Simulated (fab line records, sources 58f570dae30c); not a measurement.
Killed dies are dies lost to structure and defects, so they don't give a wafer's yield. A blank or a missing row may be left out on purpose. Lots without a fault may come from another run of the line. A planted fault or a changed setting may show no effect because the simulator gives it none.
A struck lot beside a sound one | flow berkeley_cmos170 | 23 steps out of a route of 331
Sound: wafers L461.1, L461.5, L461.6. Struck: wafers L460.2, L460.3, L460.6. The cause comes at the end.
At each step with rows: each side's tool, then ch and its chambers, then its first start. Under that, the readings that differ: sound wafers | struck wafers | difference of the means | sigmas: that difference in standard deviations of wafers without a fault.
alike: readings whose means differ by less than 2 such deviations, and words and numbers that are the same on both sides. not compared: withheld readings, readings that some wafer has no value for, bounds like >300 that may hide the same value, and numbers for which the record gives no deviation and whose values overlap.
The two part at a step that has a row with sigmas, a row that says differs or no value, or rows on one side only. Numbers that don't overlap but have no deviation are shown without sigmas and don't part them. A reading that every wafer of one side lacks parts them only if that side has two wafers or more.

UCB170_CONTACT_OVL_MEAS_16:
  sound on overlay-02, day 7 19:34; struck on overlay-01, day 7 19:50
  alike: CONTACT_OVL
UCB170_CONTACT_ETCH_17: etches BARC in N2/H2.
  sound on rie_diel-04 ch 0,1,3, day 7 19:37; struck on rie_diel-01 ch 0,1, day 7 19:52
  alike: drypump_motor_current_A, oes_product_au, throttle_valve_pct
UCB170_CONTACT_ETCH_18: etches PSG in CHF3/CF4/Ar, stops on TiSi2, target depth 840 nm, time 195 s.
  sound on rie_diel-04 ch 0,1,3; struck on rie_diel-01 ch 0,1
  reading               | sound             | struck            | difference | sigmas
  oes_product_au (a.u.) | 0.886 0.877 0.868 | 0.909 0.918 0.920 | +0.039     | +2
  alike: drypump_motor_current_A, throttle_valve_pct
  not compared: rf_hours_counter_h
UCB170_CONTACT_STRIP_19: strips in O2.
  sound on plasma_asher-04 ch 0,1, day 7 19:47; struck on plasma_asher-02 ch 0,1, day 7 20:02
  alike: drypump_motor_current_A, o2_flow_sccm, oes_product_au
  not compared: rf_hours_counter_h
UCB170_CONTACT_CD_MEAS_90: target cd 700 nm.
  sound on cd_sem-01, day 7 19:53; struck on cd_sem-01, day 7 20:09
  alike: cd_nm
then, 1 step without rows for these wafers: UCB170_CONTACT_CLEAN_20 (cleans in SPM, time 600 s).
UCB170_M1_SPUTTER_00: material Al, target thk 600 nm, time 80 s.
  sound on pvd_sputter-02, day 7 20:11; struck on pvd_sputter-04, day 7 20:25
  alike: throttle_valve_pct
UCB170_M1_RS_MEAS_01: measures by four-point-probe.
  sound on film_metro-02, day 7 20:15; struck on film_metro-03, day 7 20:31
  reading           | sound                | struck               | difference | sigmas
  M1_AL_RS (ohm/sq) | 0.0505 0.0495 0.0499 | 0.0490 0.0477 0.0484 | -0.0016    | -2
UCB170_M1_THK_MEAS_02: measures by xrf.
  sound on film_metro-02, day 7 20:22; struck on film_metro-03, day 7 20:37
  alike: M1_AL_THK
then, 3 steps without rows for these wafers: UCB170_M1_COAT_03; UCB170_M1_COAT_04 (resist thk 900 nm); UCB170_M1_SOFTBAKE_05 (time 60 s).
UCB170_M1_EXPOSE_06: exposes mask METAL1, target cd 700 nm.
  sound on krf_scanner-02 ch 0, day 7 21:22; struck on krf_scanner-01 ch 0, day 7 21:44
  reading | sound                      | struck                              | difference | sigmas
  mask    | METAL1#0 METAL1#0 METAL1#0 | METAL1_R1#0 METAL1_R1#0 METAL1_R1#0 | differs    |
  alike: reticle_temp_C, stage_vel_mm_s
then, 2 steps without rows for these wafers: UCB170_M1_PEB_07; UCB170_M1_DEVELOP_08 (develop time 45 s).
UCB170_M1_CD_MEAS_09: target cd 700 nm.
  sound on cd_sem-01, day 7 22:16; struck on cd_sem-02, day 7 22:34
  reading    | sound             | struck            | difference | sigmas
  cd_nm (nm) | 700.0 698.5 699.5 | 615.5 615.9 615.0 | -83.9      | -49
UCB170_M1_OVL_MEAS_10:
  sound on overlay-02, day 7 22:23; struck on overlay-01, day 7 22:40
  alike: M1_OVL
UCB170_M1_ETCH_11: etches BARC in N2/H2.
  sound on rie_diel-02 ch 0,1, day 7 22:25; struck on rie_diel-03 ch 1,2,3, day 7 22:41
  reading             | sound         | struck            | difference | sigmas
  model.M1.cd_nm (nm) | 699 697.1 698 | 614.5 616.1 614.4 | -83.0      |
  alike: drypump_motor_current_A, oes_product_au, throttle_valve_pct
UCB170_M1_METAL_ETCH_12: etches Al in Cl2/BCl3, stops on PSG, target depth 780 nm, time 130 s.
  sound on rie_metal-04 ch 0,1, day 7 22:28; struck on rie_metal-01 ch 0,1, day 7 22:44
  reading             | sound             | struck            | difference | sigmas
  model.M1.cd_nm (nm) | 697.3 696.1 699.2 | 611.8 617.1 614.1 | -83.2      |
  alike: bcl3_flow_sccm, drypump_motor_current_A, he_backside_leak_sccm, oes_product_au, throttle_valve_pct
  not compared: rf_hours_counter_h
UCB170_M1_STRIP_13: strips in O2.
  sound on plasma_asher-01 ch 0,1, day 7 22:35; struck on plasma_asher-01 ch 0,1, day 7 22:52
  alike: drypump_motor_current_A, o2_flow_sccm, oes_product_au
  not compared: rf_hours_counter_h
UCB170_M1_CD_MEAS_90: target cd 700 nm.
  sound on cd_sem-01, day 7 22:41; struck on cd_sem-02, day 7 22:59
  reading    | sound       | struck      | difference | sigmas
  cd_nm (nm) | 697 696 699 | 612 617 614 | -83        | -27
then, 1 step without rows for these wafers: UCB170_M1_ANNEAL_14 (time 1200 s).
UCB170_M3_PROBE_99:
  sound on prober-02, day 8 16:40; struck on prober-01, day 8 18:02
  reading                      | sound             | struck          | difference | sigmas
  model.etest.m1.width_nm (nm) | 703.6 696.9 703.1 | 612.6 619 606.6 | -88.5      |

WHERE THEY PART
First at UCB170_CONTACT_ETCH_18; last, within this record, at UCB170_M1_CD_MEAS_90.

WHY: what the simulator had put in
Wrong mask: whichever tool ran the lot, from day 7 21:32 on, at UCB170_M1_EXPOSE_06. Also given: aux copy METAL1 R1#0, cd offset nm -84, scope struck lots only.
